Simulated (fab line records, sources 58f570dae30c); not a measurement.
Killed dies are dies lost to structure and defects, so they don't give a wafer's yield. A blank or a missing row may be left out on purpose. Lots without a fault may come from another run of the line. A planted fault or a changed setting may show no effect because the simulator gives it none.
Which tool did it? | flow berkeley_cmos170 | 6 lots, 18 wafers sampled, at 1 step of a route of 331

WHAT THE GAUGES READ, wafer by wafer
UCB170_START_THK_MEAS_03.
lot  | measured    | on            | START_OXIDE_THK (nm)
L410 | day 1 21:31 | film_metro-01 | 20.4 20.4 20.6
L412 | day 2 02:44 | film_metro-01 | 20.6 20.6 20.9
L415 | day 2 18:07 | film_metro-02 | 19.9 20.5 20.2
L422 | day 4 08:40 | film_metro-02 | 19.9 20.1 19.9
L426 | day 5 04:28 | film_metro-01 | 20.1 20.2 20.1
L429 | day 5 16:22 | film_metro-01 | 20.0 20.1 19.7

WHICH TOOL RAN EACH LOT (tool, then ch and the chambers of the sampled wafers, then the start)
The record holds no process step before these readings.

THE ANSWER, worked out from the rows above alone
Rule: what is usual is taken from the lots themselves. Put in order of their means at a reading, lots are off if they are a third of the lots or fewer, leave a main group of 4 or more, and stand apart from it by a gap of 3 or more times the standard deviation of the main group's means; of several such gaps the widest counts. A main group whose means are all the same, to the digits that the tables above print for the reading, isn't used. A lot without any number at a reading at which 4 lots or more have one is off too. The other lots that the step has rows for count as sound.
No lot is off at any reading shown: from this, nothing can be told.

WHAT THE SIMULATOR HAD PUT IN
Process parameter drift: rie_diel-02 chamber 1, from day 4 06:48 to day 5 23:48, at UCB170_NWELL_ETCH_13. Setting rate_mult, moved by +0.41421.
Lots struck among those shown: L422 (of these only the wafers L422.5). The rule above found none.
